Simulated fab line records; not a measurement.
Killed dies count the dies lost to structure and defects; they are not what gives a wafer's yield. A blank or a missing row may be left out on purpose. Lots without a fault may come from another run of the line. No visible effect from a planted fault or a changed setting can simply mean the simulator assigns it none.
Matching of chambers ; flow berkeleyCmos170 ; UCB170_V2_CMP_02 on cmp-02: 4 sister chambers
The step polishes SiO2. 16 wafers are shown with their chamber, then 8 later ones without.

== WAFERS WITH THEIR CHAMBER ==
wafer;chamber;motorCurrentA (A)
L138.2;3;15.5
L138.3;2;18.1
L138.5;1;14.0
L140.2;3;14.7
L140.3;0;17.9
L140.5;1;13.2
L139.2;3;16.2
L139.5;2;18.4
L139.6;3;16.3
L141.1;0;18.0
L141.2;2;18.3
L141.6;0;17.1
L144.3;1;13.7
L144.5;2;18.4
L144.6;1;13.8
L148.2;0;18.2

SIGNATURES (means of the wafers above)
reading;chamber 0;chamber 1;chamber 2;chamber 3;scatter within a chamber
motorCurrentA;17.800;13.675;18.300;15.675;0.479
Rule: a wafer's distance from a chamber is the root of the sum, over the readings, of the square of ((its reading less the chamber's mean) divided by the reading's scatter). If the next closest chamber is less than 2 further off than the closest, the wafer can't be placed; otherwise it belongs to the closest. How the scatter is found: for the shown wafers, subtract from each reading the mean of its chamber, square and add these, divide the total by (wafers less chambers), then take the root.

== WAFERS WITH NO CHAMBER GIVEN ==
wafer;motorCurrentA (A)
L148.5;18.8
L148.6;14.0
L154.1;15.0
L154.5;14.1
L154.6;19.6
L160.2;17.8
L160.3;13.5
L160.6;17.9

== THE CHAMBER EACH PASSED THROUGH ==
wafer;from the rows above;in truth
L148.5;can't be placed: 2 or 0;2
L148.6;1;1
L154.1;can't be placed: 3 or 1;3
L154.5;1;1
L154.6;can't be placed: 2 or 0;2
L160.2;can't be placed: 0 or 2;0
L160.3;1;1
L160.6;can't be placed: 0 or 2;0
Placed correctly: 3 of 8. These rows do not allow placing 5 (true chamber among the candidates in 5). 0 placed wrongly.
